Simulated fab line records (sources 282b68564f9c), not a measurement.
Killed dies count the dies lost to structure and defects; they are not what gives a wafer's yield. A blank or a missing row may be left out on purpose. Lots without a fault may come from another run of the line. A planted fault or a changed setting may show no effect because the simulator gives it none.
Struck lot and sound lot, side by side + flow rit_cmos + 18 steps out of a route of 202
Sound: these wafers, L762.1, L762.2, L762.5. Wafers struck: L766.1, L766.2, L766.5. At the end, the cause is stated.
Each step with rows lists, per side, the tool, then ch with its chambers, then its first start. Under that, the readings that differ: sound wafers + struck wafers + difference of the means + sigmas: that difference in standard deviations of wafers without a fault.
alike: readings whose means differ by less than 2 such deviations, and words and numbers that are the same on both sides. not compared: withheld readings, readings that some wafer has no value for, bounds like >300 that may hide the same value, and numbers for which the record gives no deviation and whose values overlap.
Wherever a step has rows on one side only, a row that says differs or no value, or a row with sigmas, the two part there. Numbers that have no deviation but don't overlap get no sigmas and don't part them. A reading that every wafer of one side lacks parts them only if that side has two wafers or more.

first, 4 steps without rows for these wafers: RIT_NSD_SOFTBAKE_02 (time 60 s); RIT_NSD_EXPOSE_03 (exposes mask M9, target cd 40700 nm); RIT_NSD_PEB_04; RIT_NSD_DEVELOP_05 (develop time 50 s).
RIT_NSD_OVL_MEAS_06:
  sound on overlay-01 at day 4 13:32; struck on overlay-01 at day 5 03:00
  alike: NSD_OVL
then, 2 steps without rows for these wafers: RIT_NSD_HARDBAKE_07 (time 60 s); RIT_NSD_IMPLANT_08.
RIT_NSD_STRIP_09: strips in O2, time 180 s.
  sound on plasma_asher-02 ch 0,1, day 4 13:52; struck on plasma_asher-03 ch 0,1, day 5 03:20
  alike: drypump_motor_current_A
  not compared: rf_hours_counter_h
RIT_NSD_TW_MEAS_10:
  sound on film_metro-04 at day 4 14:02; struck on film_metro-04 at day 5 03:31
  alike: NSD_TW
then, 3 steps without rows for these wafers: RIT_PSD_HMDS_00 (prime time 60 s); RIT_PSD_COAT_01 (resist thk 1000 nm); RIT_PSD_SOFTBAKE_02 (time 60 s).
RIT_PSD_EXPOSE_03: exposes mask M10, target cd 40900 nm.
  sound on iline_stepper-02 ch 0, day 4 14:33; struck on iline_stepper-01 ch 0, day 5 04:05
| reading                     | sound                | struck            | difference | sigmas |
|-----------------------------|----------------------|-------------------|------------|--------|
| model.PSD.overlay_x_nm (nm) | 0.1433 0.1433 0.1433 | 128.8 128.8 128.8 | +128.7     |        |
  alike: mask, stage_vel_mm_s
then, 2 steps without rows for these wafers: RIT_PSD_PEB_04; RIT_PSD_DEVELOP_05 (develop time 50 s).
RIT_PSD_OVL_MEAS_06:
  sound on overlay-02 at day 4 14:57; struck on overlay-01 at day 5 04:29
| reading      | sound       | struck            | difference | sigmas |
|--------------|-------------|-------------------|------------|--------|
| PSD_OVL (nm) | 2.4 0.1 0.8 | 128.0 131.1 131.9 | +129.2     | +92    |
then, 1 step without rows for these wafers: RIT_PSD_HARDBAKE_07 (time 60 s).
RIT_M1_PROBE_99:
  sound on prober-01 at day 4 23:32; struck on prober-02 at day 5 12:46
| reading                                                 | sound                | struck            | difference | sigmas |
|---------------------------------------------------------|----------------------|-------------------|------------|--------|
| model.etest.select_edge_diode_p.leak_log10_a (angstrom) | -10.56 -10.44 -10.48 | -9.829 -9.34 -9.7 | +0.870     |        |
  alike: killed_at_contacts, killed_at_front_end, killed_dies, killed_open, killed_short

== WHERE THEY PART ==
Within this record, at RIT_PSD_OVL_MEAS_06 only. Later steps at which nothing parts them and some readings are alike: RIT_M1_PROBE_99.

WHY: whatever the simulator had introduced
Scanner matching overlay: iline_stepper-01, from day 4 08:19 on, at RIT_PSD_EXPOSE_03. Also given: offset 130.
